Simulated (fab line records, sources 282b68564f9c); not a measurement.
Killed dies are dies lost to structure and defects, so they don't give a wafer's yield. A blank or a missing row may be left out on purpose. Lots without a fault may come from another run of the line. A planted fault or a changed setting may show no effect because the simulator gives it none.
Which tool did it? | flow rit_cmos | 14 lots, 42 wafers sampled, at 1 step of a route of 202

WHAT THE GAUGES READ, wafer by wafer
The record holds no reading of a measuring or inspecting step that can be judged against a usual standard deviation.

WHICH TOOL RAN EACH LOT (tool, then ch and the chambers of the sampled wafers, then the start)
lot  | RIT_NWELL_DEVELOP_05
L622 | litho_track-04 ch 0, day 1 22:00
L625 | litho_track-02 ch 0, day 2 16:00
L626 | litho_track-01 ch 0, day 2 23:00
L628 | litho_track-04 ch 0, day 3 06:00
L630 | litho_track-02 ch 0, day 3 13:00
L632 | litho_track-04 ch 0, day 3 22:00
L633 | litho_track-02, day 4 03:00
L634 | litho_track-01, day 4 09:00
L639 | litho_track-04 ch 0, day 5 09:00
L640 | litho_track-01 ch 0, day 5 15:00
L641 | litho_track-04 ch 0, day 5 19:00
L642 | litho_track-02 ch 0, day 6 01:00
L643 | litho_track-04 ch 0, day 6 05:00
L644 | litho_track-02 ch 0, day 6 11:00
- RIT_NWELL_DEVELOP_05: develop time 68 s.

WHAT THE TOOLS THEMSELVES READ (means of the sampled wafers that have a number; where no wafer has one, the mark that the record gives instead)
RIT_NWELL_DEVELOP_05.
lot  | tool           | chill_plate_temp_C (C)
L622 | litho_track-04 | 23.22
L625 | litho_track-02 | 23.08
L626 | litho_track-01 | 22.91
L628 | litho_track-04 | 23.09
L630 | litho_track-02 | 22.98
L632 | litho_track-04 | 23.11
L633 | litho_track-02 | -
L634 | litho_track-01 | -
L639 | litho_track-04 | 23.13
L640 | litho_track-01 | 23.13
L641 | litho_track-04 | 23.10
L642 | litho_track-02 | 22.98
L643 | litho_track-04 | 23.02
L644 | litho_track-02 | 23.09

THE ANSWER, worked out from the rows above alone
Rule: what is usual is taken from the lots themselves. Put in order of their means at a reading, lots are off if they are a third of the lots or fewer, leave a main group of 4 or more, and stand apart from it by a gap of 3 or more times the standard deviation of the main group's means; of several such gaps the widest counts. A main group whose means are all the same, to the digits that the tables above print for the reading, isn't used. A lot without any number at a reading at which 4 lots or more have one is off too. The other lots that the step has rows for count as sound. The gauges are gone through in route order, then the tools' own readings, and for those a lot's mean is taken as printed above. The first step at which some lot is off is used, and at that step the reading that is off furthest; a lot without a number counts as furthest.
Off: L633, L634, at RIT_NWELL_DEVELOP_05 (chill_plate_temp_C). Without a number there: L633, L634. The main group: mean 23.07 C, standard deviation 0.08.
A tool fits if, at that step or a process step before it, it ran every lot that is off, and no sound lot after the first of them. None of those tried fits.

WHAT THE SIMULATOR HAD PUT IN
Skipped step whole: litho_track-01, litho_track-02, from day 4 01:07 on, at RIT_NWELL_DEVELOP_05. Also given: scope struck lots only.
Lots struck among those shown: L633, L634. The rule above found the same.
